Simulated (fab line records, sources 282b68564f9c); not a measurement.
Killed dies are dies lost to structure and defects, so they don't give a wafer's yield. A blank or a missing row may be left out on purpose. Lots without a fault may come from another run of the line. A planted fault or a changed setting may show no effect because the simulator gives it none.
A struck lot beside a sound one | flow rit_cmos | 28 steps out of a route of 202
Sound: wafers L678.4, L678.5, L678.6. Struck: wafers L685.2, L685.5, L685.6. The cause comes at the end.
At each step with rows: each side's tool, then ch and its chambers, then its first start. Under that, the readings that differ: sound wafers | struck wafers | difference of the means | sigmas: that difference in standard deviations of wafers without a fault.
alike: readings whose means differ by less than 2 such deviations, and words and numbers that are the same on both sides. not compared: withheld readings, readings that some wafer has no value for, bounds like >300 that may hide the same value, and numbers for which the record gives no deviation and whose values overlap.
The two part at a step that has a row with sigmas, a row that says differs or no value, or rows on one side only. Numbers that don't overlap but have no deviation are shown without sigmas and don't part them. A reading that every wafer of one side lacks parts them only if that side has two wafers or more.

RIT_ACTIVE_BOW_MEAS_00:
  sound on film_metro-02, day 1 10:04; struck on film_metro-04, day 2 21:01
  alike: INCOMING_BOW
RIT_ACTIVE_OXIDATION_01: target thk 46.8 nm, ox time 3360 s.
  sound on furnace-02 ch 0, day 1 10:35; struck on furnace-04 ch 0, day 2 21:07
  reading                                       | sound             | struck            | difference | sigmas
  model.SiO2_of_ACTIVE_OXIDATION_01.thk_nm (nm) | 44.63 44.64 45.01 | 49.09 48.53 48.89 | +4.08      |
  alike: tube_center_temp_C
RIT_ACTIVE_THK_MEAS_02:
  sound on film_metro-03, day 1 12:33; struck on film_metro-02, day 2 23:04
  reading               | sound          | struck         | difference | sigmas
  ACTIVE_OXIDE_THK (nm) | 44.6 44.7 45.0 | 49.1 48.5 48.9 | +4.1       | +4
then, 1 step without rows for these wafers: RIT_ACTIVE_CVD_03 (deposits Si3N4 from SiH2Cl2/NH3, target thk 150 nm, time 1500 s).
RIT_ACTIVE_THK_MEAS_04:
  sound on film_metro-03, day 1 14:01; struck on film_metro-03, day 3 01:15
  alike: ACTIVE_NITRIDE_THK
then, 6 steps without rows for these wafers: RIT_ACTIVE_HMDS_05 (prime time 60 s); RIT_ACTIVE_COAT_06 (resist thk 1000 nm); RIT_ACTIVE_SOFTBAKE_07 (time 60 s); RIT_ACTIVE_EXPOSE_08 (exposes mask M1, target cd 1400 nm); RIT_ACTIVE_PEB_09; RIT_ACTIVE_DEVELOP_10 (develop time 50 s).
RIT_ACTIVE_CD_MEAS_11: target cd 1400 nm.
  sound on cd_sem-01, day 1 15:10; struck on cd_sem-02, day 3 02:18
  reading    | sound                | struck               | difference | sigmas
  cd_nm (nm) | 1402.8 1402.9 1403.3 | 1397.4 1398.2 1395.7 | -5.9       | -2
then, 1 step without rows for these wafers: RIT_ACTIVE_HARDBAKE_12 (time 60 s).
RIT_ACTIVE_ETCH_13: etches Si3N4 in SF6, stops on SiO2, time 210 s, target depth 210 nm.
  sound on rie_diel-02 ch 0,1,3, day 1 15:23; struck on rie_diel-04 ch 0,1, day 3 02:33
  alike: drypump_motor_current_A, oes_product_au, throttle_valve_pct
  not compared: rf_hours_counter_h
RIT_ACTIVE_STRIP_14: strips in O2, time 180 s.
  sound on plasma_asher-03 ch 0,1, day 1 15:34; struck on plasma_asher-01 ch 0,1, day 3 02:41
  alike: drypump_motor_current_A
  not compared: rf_hours_counter_h
RIT_ACTIVE_CD_MEAS_90: target cd 1400 nm.
  sound on cd_sem-01, day 1 15:45; struck on cd_sem-02, day 3 02:53
  reading    | sound                | struck               | difference | sigmas
  cd_nm (nm) | 1403.3 1403.1 1403.3 | 1397.4 1397.9 1396.0 | -6.1       | -3
then, 4 steps without rows for these wafers: RIT_ACTIVE_CLEAN_15 (cleans in SC1, time 600 s); RIT_ACTIVE_CLEAN_16 (cleans in dHF, time 30 s); RIT_ACTIVE_CLEAN_17 (cleans in SC2, time 600 s); RIT_FOX1_OXIDATION_00 (target thk 350.7 nm, ox time 1130 s).
RIT_FOX1_THK_MEAS_01:
  sound on film_metro-01, day 1 17:31; struck on film_metro-02, day 3 04:41
  alike: FOX1_OXIDE_THK
then, 2 steps without rows for these wafers: RIT_FOX1_WET_ETCH_02 (etches SiO2 in BOE, target depth 350 nm, time 390 s); RIT_FOX2_OXIDATION_00 (target thk 350.7 nm, ox time 1130 s).
RIT_FOX2_THK_MEAS_01:
  sound on film_metro-01, day 1 19:47; struck on film_metro-01, day 3 06:36
  reading             | sound       | struck      | difference | sigmas
  FOX2_OXIDE_THK (nm) | 331 331 326 | 356 354 363 | +28        | +4
then, 1 step without rows for these wafers: RIT_FOX2_CLEAN_02 (cleans in dHF, time 180 s).
RIT_FOX2_WET_ETCH_03: etches Si3N4 in H3PO4, target depth 195 nm, time 2700 s.
  sound on wet_bench-04 ch 3, day 1 19:52; struck on wet_bench-02 ch 0, day 3 06:43
  reading                                       | sound             | struck            | difference | sigmas
  model.SiO2_of_ACTIVE_OXIDATION_01.thk_nm (nm) | 39.08 39.53 39.98 | 43.61 43.12 43.47 | +3.87      |
RIT_FOX2_THK_MEAS_90:
  sound on film_metro-04, day 1 20:44; struck on film_metro-01, day 3 07:29
  reading                     | sound       | struck      | difference | sigmas
  FIELD_OXIDE_LEFT_1_THK (nm) | 304 303 298 | 328 327 335 | +28        | +4
RIT_M1_PROBE_99:
  sound on prober-01, day 3 10:56; struck on prober-01, day 4 20:32
  reading                        | sound          | struck         | difference | sigmas
  killed_open                    | 0 0 2          | 6 4 3          | +4         | +2
  model.etest.pldd.width_nm (nm) | 3213 3193 3213 | 3137 3154 3147 | -60        |
  model.etest.nldd.width_nm (nm) | 3204 3200 3208 | 3146 3137 3134 | -65        |
  alike: killed_at_contacts, killed_at_front_end, killed_dies, killed_short

WHERE THEY PART
First at RIT_ACTIVE_THK_MEAS_02; last, within this record, at RIT_M1_PROBE_99.

WHY: what the simulator had put in
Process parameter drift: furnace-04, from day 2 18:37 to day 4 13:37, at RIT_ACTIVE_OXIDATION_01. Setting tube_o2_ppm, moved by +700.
